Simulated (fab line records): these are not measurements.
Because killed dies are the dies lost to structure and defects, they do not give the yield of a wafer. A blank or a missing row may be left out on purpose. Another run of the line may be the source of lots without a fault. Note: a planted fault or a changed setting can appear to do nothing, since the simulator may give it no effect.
Which tool was responsible? / flow berkeleyCmos170 / 21 wafers from 7 lots sampled at 2 of the route's 331 steps

## WHAT EACH GAUGE READ, for each wafer
UCB170_PVT_OVL_MEAS_06.
lot=L423; measured=day 5 15:36; on=overlay-02; PVT_OVL (nm)=-5 3 2
lot=L426; measured=day 6 10:16; on=overlay-02; PVT_OVL (nm)=10 6 11
lot=L429; measured=day 7 04:28; on=overlay-01; PVT_OVL (nm)=7 8 5
lot=L435; measured=day 8 10:02; on=overlay-02; PVT_OVL (nm)=- - -
lot=L439; measured=day 9 04:53; on=overlay-01; PVT_OVL (nm)=-7 -16 -3
lot=L443; measured=day 9 14:19; on=overlay-02; PVT_OVL (nm)=0 -2 -9
lot=L444; measured=day 9 23:55; on=overlay-01; PVT_OVL (nm)=-4 0 -9

## TOOL THAT RAN EACH LOT (tool first, then ch and the chambers of the sampled wafers, then the start)
lot=L423; UCB170_PVT_DEVELOP_05=lithoTrack-02 ch 0, day 5 15:00
lot=L426; UCB170_PVT_DEVELOP_05=lithoTrack-03 ch 0, day 6 10:00
lot=L429; UCB170_PVT_DEVELOP_05=lithoTrack-04 ch 0, day 7 04:00
lot=L435; UCB170_PVT_DEVELOP_05=lithoTrack-02, day 8 09:00
lot=L439; UCB170_PVT_DEVELOP_05=lithoTrack-03 ch 0, day 9 04:00
lot=L443; UCB170_PVT_DEVELOP_05=lithoTrack-04 ch 0, day 9 14:00
lot=L444; UCB170_PVT_DEVELOP_05=lithoTrack-04 ch 0, day 9 23:00
- UCB170_PVT_DEVELOP_05: develop time 45 s.

## THE ANSWER, worked out from the rows above alone
Rule: what is usual is taken from the lots themselves. The widest of any qualifying gaps counts: lots, ordered by their means at a reading, are off when they make up no more than a third of the lots, leave a main group of 4 or more, and stand apart from it by 3 or more times the standard deviation of that group's means. A main group is skipped when, at the precision printed for the reading in the tables above, its means are all equal. A lot without any number at a reading at which 4 lots or more have one is off too. Where the step has rows for the other lots, those lots are counted as sound.
Off: L435, at UCB170_PVT_OVL_MEAS_06 (PVT_OVL). Without a number there: L435. Main group: mean -0 nm, sd 6.2.
A tool fits if, at a process step before that reading, it ran every lot that is off, and no sound lot after the first of them. Those tools and the gauges at UCB170_PVT_OVL_MEAS_06 are tried in the same way. One candidate fits, namely lithoTrack-02 at UCB170_PVT_DEVELOP_05. A fault onset in the window from L423 (day 5 15:00, its last sound lot) to L435 (day 8 09:00, its first lot off) fits.

## WHAT WAS PUT IN BY THE SIMULATOR
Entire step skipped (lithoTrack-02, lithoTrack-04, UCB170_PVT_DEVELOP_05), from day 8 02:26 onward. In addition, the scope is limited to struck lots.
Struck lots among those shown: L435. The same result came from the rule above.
